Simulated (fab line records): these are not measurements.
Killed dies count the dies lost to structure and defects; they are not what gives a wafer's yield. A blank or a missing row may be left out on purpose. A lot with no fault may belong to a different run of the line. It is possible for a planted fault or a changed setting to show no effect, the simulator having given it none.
Split-lot experiment    flow ritCmos    23 wafers read across 5 lots, on a route 202 steps long

== ON THE SPLIT ==
At RIT_PLDD_IMPLANT_08, the setting doseCm2 was moved away from the recipe's 9e+14 on 6 of the 23 wafers read, by -1.9% to +7.0%. All remaining wafers had this setting at the recipe value.

== FROM THE SPLIT TO THE READING: what the file shows between them, 8 steps ==
- RIT_SPACER_CVD_03: deposits Si3N4 from SiH2Cl2/NH3, target thk 250 nm, time 3300 s (also split here: nh3FlowSccm)
- RIT_SPACER_ETCHBACK_05: etches Si3N4 in SF6/CHF3, stops on SiO2, target depth 250 nm, time 240 s
- RIT_PSD_IMPLANT_08 (also split here: energyKev)
- RIT_PSD_STRIP_09: strips in O2, time 180 s
- RIT_SDANNEAL_CLEAN_00: cleans in SC1, time 600 s
- RIT_SDANNEAL_CLEAN_02: cleans in SC2, time 600 s (also split here: timeS)
- RIT_SDANNEAL_RTA_03: time 5 s
- RIT_SDANNEAL_RS_MEAS_04: measures by four-point-probe

== THE READING ==
PLDD_RS (ohm/sq), read at RIT_SDANNEAL_RS_MEAS_06 with a four-point probe. Typical for fault-free wafers on this fab line: 178.5 ohm/sq, with standard deviation 0.43 ohm/sq.

wafer   tool, chamber at the split  doseCm2 as run  against the recipe  PLDD_RS, ohm/sq  against lot-mates on the recipe
L076.1  implanter-03, 0             9.628e+14       +7.0%               172.0            -6.3
L076.2  implanter-03, 0             9.628e+14       +7.0%               172.9            -5.4
L076.3  implanter-03, 0             9e+14           recipe              178.5            -
L076.5  implanter-03, 0             9e+14           recipe              178.2            -
L076.6  implanter-03, 0             9.628e+14       +7.0%               172.8            -5.5
L078.1  implanter-01, 0             8.83e+14        -1.9%               180.5            +2.1
L078.2  implanter-01, 0             9e+14           recipe              178.4            -
L078.4  implanter-01, 0             8.83e+14        -1.9%               180.1            +1.7
L078.5  implanter-01, 0             9e+14           recipe              178.5            -
L078.6  implanter-01, 0             8.83e+14        -1.9%               180.3            +1.9
L080.3  implanter-02, 0             9e+14           recipe              178.9            -
L080.5  implanter-02, 0             9e+14           recipe              178.9            -
L080.6  implanter-02, 0             9e+14           recipe              178.8            -
L081.1  implanter-03, 0             9e+14           recipe              179.1            -
L081.2  implanter-03, 0             9e+14           recipe              178.9            -
L081.4  implanter-03, 0             9e+14           recipe              179.1            -
L081.5  implanter-03, 0             9e+14           recipe              179.4            -
L081.6  implanter-03, 0             9e+14           recipe              179.1            -
L082.2  implanter-02, 0             9e+14           recipe              178.4            -
L082.3  implanter-02, 0             9e+14           recipe              178.3            -
L082.4  implanter-02, 0             9e+14           recipe              178.1            -
L082.5  implanter-02, 0             9e+14           recipe              178.0            -
L082.6  implanter-02, 0             9e+14           recipe              178.0            -

FIT RESULTS
A straight line over all 23 wafers: PLDD_RS changes by -0.87 ohm/sq for each +1% of doseCm2; r = -0.98; the points scatter about the line by 0.41 ohm/sq.
The same after taking each lot's own level away (the mean of its wafers on the recipe; 23 wafers): -0.844 ohm/sq for each +1%; r = -0.99; scatter 0.22 ohm/sq.
On that fit, the largest move of doseCm2 shifts the reading by 5.9 ohm/sq.
Measured against the standard deviation above, the lots' own levels, which go from 178.16 to 179.12 ohm/sq, span 2.2 times it.
The two slopes are in agreement: the lot-to-lot level therefore moves the slope only a little.
Check: -5.61 ohm/sq against its lot-mates is what the line predicts for one of the wafers moved furthest among these (+7.0%) when that wafer is left out of the fit. Against them it came out at -6.35 ohm/sq.

== OTHER SPLITS ON THESE WAFERS ==
Before the reading, these wafers also passed through other splits. Each is held against what the fit with the lots' levels taken away leaves over:
other split on the same wafers  wafers away from the commonest value  r with PLDD_RS (lot level and that fit taken away)
RIT_SPACER_CVD_03 nh3FlowSccm   15                                    -0.10
RIT_PSD_IMPLANT_08 energyKev    11                                    +0.14
RIT_SDANNEAL_CLEAN_02 timeS     15                                    -0.01

== FILE'S OWN FIT ==
PLDD_RS changes by -0.838 ohm/sq for each +1% of doseCm2, r = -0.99.
